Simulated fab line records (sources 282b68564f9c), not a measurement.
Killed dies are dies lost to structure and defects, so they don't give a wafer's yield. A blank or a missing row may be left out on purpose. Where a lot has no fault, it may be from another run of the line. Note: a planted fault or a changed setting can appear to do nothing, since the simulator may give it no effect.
Which tool did it? -- flow ritCmos -- Sampling: 14 lots, 42 wafers, 2 of 202 route steps

WHAT THE GAUGES READ, wafer by wafer
RIT_PWELL_OVL_MEAS_06.
lot,measured,on,PWELL_OVL (nm)
L267,day 1 23:18,overlay-02,-0.4 0.9 -0.8
L268,day 2 02:53,overlay-01,-2.4 -1.8 -1.1
L269,day 2 08:13,overlay-02,0.8 1.9 4.6
L271,day 2 20:16,overlay-01,-0.5 -0.1 0.6
L272,day 3 00:38,overlay-02,0.1 1.3 -2.4
L274,day 3 08:45,overlay-01,- - -
L275,day 3 19:14,overlay-01,- - -
L279,day 4 10:47,overlay-02,-1.9 -1.4 -2.9
L281,day 4 20:40,overlay-01,1.5 0.1 1.3
L285,day 5 17:20,overlay-01,2.1 2.4 1.8
L286,day 5 22:41,overlay-01,-1.8 -1.4 -3.4
L288,day 6 06:59,overlay-01,-1.5 -0.6 -1.2
L289,day 6 12:51,overlay-01,1.1 0.7 1.2
L290,day 6 18:17,overlay-01,-0.2 -1.8 -0.9

WHAT TOOL EACH LOT RAN ON (gives the tool, then ch and the chambers of the sampled wafers, and finally the start)
lot,RIT_PWELL_COAT_01
L267,"lithoTrack-04 ch 0, day 1 22:34"
L268,"lithoTrack-04 ch 0, day 2 02:09"
L269,"lithoTrack-01 ch 0, day 2 07:23"
L271,"lithoTrack-01 ch 0, day 2 19:32"
L272,"lithoTrack-04 ch 0, day 2 23:53"
L274,"lithoTrack-01, day 3 08:01"
L275,"lithoTrack-03, day 3 18:23"
L279,"lithoTrack-01 ch 0, day 4 10:05"
L281,"lithoTrack-01 ch 0, day 4 19:57"
L285,"lithoTrack-03 ch 0, day 5 16:36"
L286,"lithoTrack-01 ch 0, day 5 21:49"
L288,"lithoTrack-04 ch 0, day 6 06:08"
L289,"lithoTrack-03 ch 0, day 6 12:08"
L290,"lithoTrack-04 ch 0, day 6 17:26"
- RIT_PWELL_COAT_01: resist thk 1300 nm.

WHAT THE TOOLS THEMSELVES READ (means of the sampled wafers that have a number; where no wafer has one, the mark that the record gives instead)
RIT_PWELL_COAT_01.
lot,tool,chillPlateTempC (C),dispensePressureKPa (kPa),resistLineTempC (C)
L267,lithoTrack-04,23.02,49,22.88
L268,lithoTrack-04,22.90,49,22.94
L269,lithoTrack-01,23.11,52,23.03
L271,lithoTrack-01,22.96,52,23.05
L272,lithoTrack-04,23.00,49,22.95
L274,lithoTrack-01,-,-,-
L275,lithoTrack-03,-,-,-
L279,lithoTrack-01,22.84,52,22.97
L281,lithoTrack-01,23.12,52,23.08
L285,lithoTrack-03,22.88,44,22.99
L286,lithoTrack-01,22.99,52,22.97
L288,lithoTrack-04,23.00,49,23.11
L289,lithoTrack-03,22.96,44,22.98
L290,lithoTrack-04,23.03,49,22.86

THE ANSWER, worked out from the rows above alone
Rule: what is usual is taken from the lots themselves. The widest of any qualifying gaps counts: lots, ordered by their means at a reading, are off when they make up no more than a third of the lots, leave a main group of 4 or more, and stand apart from it by 3 or more times the standard deviation of that group's means. Not used: any main group whose means are identical at the precision the tables above print for the reading. A lot without any number at a reading at which 4 lots or more have one is off too. Where the step has rows for the other lots, those lots are counted as sound. After the gauges, taken in route order, come the tools' own readings; for these a lot's mean is taken, as printed above. At the first step where some lot is off, the reading lying furthest off is the one used; lots without a number count as furthest.
Off: L274, L275, seen at RIT_PWELL_OVL_MEAS_06 (PWELL_OVL). Without a number there: L274, L275. The main group has a mean of -0.2 nm with a standard deviation of 1.5.
If a tool, at a process step before that reading, ran all the lots that are off and no sound lot after the first of them, it fits. The gauges at RIT_PWELL_OVL_MEAS_06 aren't tried: what is off there is off at RIT_PWELL_COAT_01 too, on other tools, and a gauge's error can't cause that. None of those tried fits.

WHAT HAD BEEN PUT IN BY THE SIMULATOR
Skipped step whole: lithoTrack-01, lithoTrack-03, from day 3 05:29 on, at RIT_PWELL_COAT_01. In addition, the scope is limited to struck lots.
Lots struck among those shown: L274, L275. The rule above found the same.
